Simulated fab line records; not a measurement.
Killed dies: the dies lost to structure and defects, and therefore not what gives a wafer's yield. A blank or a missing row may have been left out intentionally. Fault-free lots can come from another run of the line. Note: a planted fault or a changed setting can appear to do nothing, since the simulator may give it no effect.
A single fault, viewed from 2 desks || flow berkeley-cmos170 || each desk has only its own numbers; what lay behind them comes last

## FOR THE TOOL OWNER'S DESK: rie-diel-03
The tool's own readings at UCB170_V1_ETCH_14 (etches SiO2 in CHF3/CF4/Ar, stops on Al, target depth 1250 nm, time 291 s): means of the sampled wafers that have a number, for each lot that ran on this tool. If a lot's mean is further than 4 standard deviations from the usual mean, the lot is out of limits and carries the mark OUT (the distance appears in the brackets).
Columns: A = CHF3_flow_sccm at UCB170_V1_ETCH_14, usual 45.01 sccm; B = chamber-pressure-mTorr at UCB170_V1_ETCH_14, usual 199.96 mTorr; C = drypump-motor-current-A at UCB170_V1_ETCH_14, usual 5.8 A; D = oes-product-au at UCB170_V1_ETCH_14, usual 0.875 a.u.; E = rf-fwd-power-W at UCB170_V1_ETCH_14, usual 698.2 W; F = throttle-valve-pct at UCB170_V1_ETCH_14, usual 6.98 %
{"lot": "L490", "first seen here": "day 7 23:12", "A": 45.01, "B": 199.86, "C": 6.1, "D": 0.874, "E": 698.2, "F": 7.08}
{"lot": "L493", "first seen here": "day 8 12:24", "A": 44.92, "B": 199.87, "C": 6.1, "D": 0.876, "E": 697.5, "F": 7.09}
{"lot": "L495", "first seen here": "day 8 17:22", "A": 45.02, "B": 200.05, "C": 6.2, "D": 0.881, "E": 697.9, "F": 7.08}
{"lot": "L496", "first seen here": "day 9 08:43", "A": 44.92, "B": 200.08, "C": 6.1, "D": 0.873, "E": 698.0, "F": 7.08}
{"lot": "L497", "first seen here": "day 9 14:49", "A": 45.18, "B": 199.99, "C": 6.4, "D": "0.812 (-7.0) OUT", "E": 698.1, "F": 7.02}
{"lot": "L498", "first seen here": "day 9 20:19", "A": 45.08, "B": 199.88, "C": 6.4, "D": "0.812 (-7.0) OUT", "E": 699.1, "F": 7.02}
{"lot": "L500", "first seen here": "day 10 03:15", "A": 45.00, "B": 200.02, "C": 6.6, "D": "0.816 (-6.5) OUT", "E": 701.4, "F": 6.96}
This desk's finding: out of limits on L497, L498, L500; first on L497, day 9 14:49 (oes-product-au at UCB170_V1_ETCH_14). L490, L493, L495, L496: within limits.

## THE METROLOGY DESK
Means of the sampled wafers that have a number, per lot and without regard to the tool the lot ran on: this is what the gauges read. If a lot's mean is further than 4 standard deviations from the usual mean, the lot is out of limits and carries the mark OUT (the distance appears in the brackets).
Columns: A = cd-nm at UCB170_M2_CD_MEAS_15, usual 700.2 nm
{"lot": "L490", "first seen here": "day 8 01:56", "A": 701.8}
{"lot": "L488", "first seen here": "day 8 05:22", "A": 700.2}
{"lot": "L492", "first seen here": "day 8 05:41", "A": 699.7}
{"lot": "L493", "first seen here": "day 8 15:26", "A": 701.3}
{"lot": "L495", "first seen here": "day 8 19:59", "A": 700.8}
{"lot": "L496", "first seen here": "day 9 13:17", "A": 701.6}
{"lot": "L497", "first seen here": "day 9 18:50", "A": 698.8}
{"lot": "L498", "first seen here": "day 9 23:26", "A": 700.3}
{"lot": "L499", "first seen here": "day 10 05:55", "A": 700.9}
{"lot": "L500", "first seen here": "day 10 06:16", "A": 700.1}
{"lot": "L504", "first seen here": "day 10 20:08", "A": 699.2}
{"lot": "L506", "first seen here": "day 11 19:02", "A": 699.0}
{"lot": "L509", "first seen here": "day 11 19:20", "A": 698.9}
{"lot": "L507", "first seen here": "day 11 19:30", "A": 699.6}
Result from this desk: across the 14 lots, nothing is out of limits.

## TAKEN TOGETHER
On L497, L498, L500, at day 9 14:49, an alarm was possible from the tool owner's desk.
From the metrology desk's view, nothing was out of limits.
The metrology desk has L497, L498, L500 on record, within its limits.
Every lot named ran UCB170_V1_ETCH_14 on rie-diel-03.

## WHAT THE SIMULATOR HAD PUT IN
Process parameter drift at UCB170_V1_ETCH_14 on rie-diel-03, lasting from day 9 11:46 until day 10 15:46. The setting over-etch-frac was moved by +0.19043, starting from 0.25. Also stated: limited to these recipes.
Struck lots among those shown: L497, L498, L500.
How many hours passed from the start of the fault until each desk's first out-of-limits reading: the tool owner's desk, 3.
